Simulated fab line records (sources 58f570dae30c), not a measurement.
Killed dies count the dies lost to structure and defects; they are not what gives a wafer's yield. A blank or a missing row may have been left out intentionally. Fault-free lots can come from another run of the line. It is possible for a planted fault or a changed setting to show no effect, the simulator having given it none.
Struck lot and sound lot, side by side + flow berkeley cmos170 + 18 out of 331 route steps
Sound: these wafers, L259.4, L259.5, L259.6. The struck wafers were L270.3, L270.4, L270.5. Last of all comes the cause.
Each step with rows lists, per side, the tool, then ch with its chambers, then its first start. Under that, the readings that differ: sound wafers + struck wafers + difference of the means + sigmas: that difference in standard deviations of wafers without a fault.
alike: readings whose means differ by less than 2 such deviations, and words and numbers that are the same on both sides. not compared: withheld readings, readings that some wafer has no value for, bounds like >300 that may hide the same value, and numbers for which the record gives no deviation and whose values overlap.
A row with sigmas, a row that says differs or no value, or rows on one side alone: a step with any of these is where the two part. Numbers that don't overlap but have no deviation are shown without sigmas and don't part them. A reading missing from all wafers of one side parts the sides only when that side holds two or more wafers.

first, 2 steps without rows for these wafers: UCB170_NVT_PEB_04; UCB170_NVT_DEVELOP_05 (develop time 45 s).
UCB170_NVT_OVL_MEAS_06:
  sound on overlay-02, day 6 19:29; struck on overlay-01, day 8 23:18
  alike: NVT_OVL
following that, these wafers have no rows for 1 step: UCB170_NVT_IMPLANT_07.
UCB170_NVT_STRIP_08: strips in O2.
  sound on plasma asher-01 ch 0,1, day 6 19:41; struck on plasma asher-01 ch 0,1, day 8 23:31
  alike: drypump motor current A, o2 flow sccm, oes product au, strip time to endpoint s
  not compared: rf hours counter h
UCB170_NVT_TW_MEAS_09:
  sound on film metro-03, day 6 19:47; struck on film metro-03, day 8 23:35
  alike: NVT_TW
then, 6 steps without rows for these wafers: UCB170_NVT_CLEAN_10 (cleans in SPM, time 600 s); UCB170_PVT_HMDS_00 (prime time 60 s); UCB170_PVT_COAT_01 (resist thk 900 nm); UCB170_PVT_SOFTBAKE_02 (time 60 s); UCB170_PVT_EXPOSE_03 (exposes mask NWELL, target cd 3000 nm); UCB170_PVT_PEB_04.
UCB170_PVT_DEVELOP_05: develop time 45 s.
  sound on litho track-03 ch 0, day 6 21:00; struck on litho track-01 ch 0, day 9 01:00
UCB170_PVT_OVL_MEAS_06:
  sound on overlay-02, day 6 21:08; struck on overlay-02, day 9 01:13
  alike: PVT_OVL
following that, these wafers have no rows for 1 step: UCB170_PVT_IMPLANT_07.
UCB170_PVT_STRIP_08: strips in O2.
  sound on plasma asher-01 ch 0,1, day 6 21:20; struck on plasma asher-02 ch 0,1, day 9 01:26
  alike: drypump motor current A, o2 flow sccm, oes product au, strip time to endpoint s
  not compared: rf hours counter h
UCB170_PVT_TW_MEAS_09:
  sound on film metro-03, day 6 21:26; struck on film metro-04, day 9 01:31
| reading | sound       | struck   | difference | sigmas      |
|---------|-------------|----------|------------|-------------|
| PVT_TW  | 506 507 504 | 31 31 31 | -475       | -99 or more |
then, 1 step without rows for these wafers: UCB170_GATE_WET_ETCH_00 (etches SiO2 in dHF, time 200 s).

## WHERE THEY PART
At UCB170_PVT_TW_MEAS_09 and nowhere else, as far as this record goes.

WHY: the cause the simulator had injected
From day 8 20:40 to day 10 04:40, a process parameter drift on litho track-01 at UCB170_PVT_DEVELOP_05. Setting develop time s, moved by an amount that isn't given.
